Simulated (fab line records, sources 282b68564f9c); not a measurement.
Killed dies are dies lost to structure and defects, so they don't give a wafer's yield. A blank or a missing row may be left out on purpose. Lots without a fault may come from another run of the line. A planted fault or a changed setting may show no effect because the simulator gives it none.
Which tool did it? | flow rit_cmos | 14 lots, 42 wafers sampled, at 2 steps of a route of 202

WHAT THE GAUGES READ, wafer by wafer
The record holds no reading of a measuring or inspecting step that can be judged against a usual standard deviation.

WHICH TOOL RAN EACH LOT (tool, then ch and the chambers of the sampled wafers, then the start)
lot  | RIT_CONTACT_ETCH_11               | RIT_M1_PROBE_99
L204 | rie_diel-01 ch 1,2,3, day 3 06:54 | -
L205 | rie_diel-03 ch 0,1,3, day 3 09:31 | -
L206 | rie_diel-03 ch 0,3, day 3 17:07   | -
L207 | rie_diel-01 ch 2,3, day 3 23:40   | -
L209 | rie_diel-03 ch 0,1, day 4 12:07   | -
L210 | rie_diel-04 ch 0,1,3, day 4 15:05 | -
L211 | rie_diel-03 ch 0,3, day 4 17:46   | -
L212 | rie_diel-03 ch 0,1,3, day 5 00:59 | -
L213 | rie_diel-03 ch 1,3, day 5 07:11   | -
L214 | rie_diel-04 ch 0,2,3, day 5 11:56 | -
L215 | rie_diel-03 ch 0,1,3, day 5 14:21 | -
L216 | rie_diel-04 ch 1,2,3, day 5 21:34 | prober-01, day 6 02:32
L224 | rie_diel-04 ch 2,3, day 7 13:48   | -
L225 | rie_diel-01 ch 0,1,3, day 7 16:06 | -
- RIT_CONTACT_ETCH_11: etches SiO2 in CHF3/CF4/Ar, stops on TiSi2, target depth 480 nm, time 320 s.
- RIT_M1_PROBE_99

WHAT THE TOOLS THEMSELVES READ (means of the sampled wafers that have a number; where no wafer has one, the mark that the record gives instead)
RIT_CONTACT_ETCH_11.
lot  | tool        | cf4_flow_sccm (sccm) | drypump_motor_current_A (A) | oes_product_au (a.u.) | throttle_valve_pct (%)
L204 | rie_diel-01 | 9.979                | 5.6                         | 0.992                 | 8.85
L205 | rie_diel-03 | 9.997                | 5.3                         | 0.976                 | 8.96
L206 | rie_diel-03 | 9.991                | 5.1                         | 0.981                 | 8.96
L207 | rie_diel-01 | 9.992                | 5.6                         | 1.003                 | 8.81
L209 | rie_diel-03 | 9.988                | 5.4                         | 0.970                 | 8.96
L210 | rie_diel-04 | 10.005               | 5.9                         | 0.994                 | 8.94
L211 | rie_diel-03 | 10.012               | 5.2                         | 0.977                 | 8.95
L212 | rie_diel-03 | 10.005               | 5.3                         | 0.971                 | 8.96
L213 | rie_diel-03 | 10.019               | 4.9                         | 0.979                 | 9.00
L214 | rie_diel-04 | 9.995                | 6.0                         | 0.975                 | 8.88
L215 | rie_diel-03 | 10.003               | 5.3                         | 0.973                 | 8.96
L216 | rie_diel-04 | 9.984                | 6.0                         | 0.988                 | 8.93
L224 | rie_diel-04 | 10.007               | 6.1                         | 0.979                 | 8.86
L225 | rie_diel-01 | 10.019               | 5.5                         | 1.005                 | 8.79

RIT_M1_PROBE_99.
lot  | tool      | killed_at_contacts | killed_at_front_end | killed_dies | killed_open | killed_short
L216 | prober-01 | 0.0                | 6.3                 | 6.3         | 3.0         | 3.3

THE ANSWER, worked out from the rows above alone
Rule: what is usual is taken from the lots themselves. Put in order of their means at a reading, lots are off if they are a third of the lots or fewer, leave a main group of 4 or more, and stand apart from it by a gap of 3 or more times the standard deviation of the main group's means; of several such gaps the widest counts. A main group whose means are all the same, to the digits that the tables above print for the reading, isn't used. A lot without any number at a reading at which 4 lots or more have one is off too. The other lots that the step has rows for count as sound. The gauges are gone through in route order, then the tools' own readings, and for those a lot's mean is taken as printed above. The first step at which some lot is off is used, and at that step the reading that is off furthest; a lot without a number counts as furthest.
No lot is off at any reading shown: from this, nothing can be told.

WHAT THE SIMULATOR HAD PUT IN
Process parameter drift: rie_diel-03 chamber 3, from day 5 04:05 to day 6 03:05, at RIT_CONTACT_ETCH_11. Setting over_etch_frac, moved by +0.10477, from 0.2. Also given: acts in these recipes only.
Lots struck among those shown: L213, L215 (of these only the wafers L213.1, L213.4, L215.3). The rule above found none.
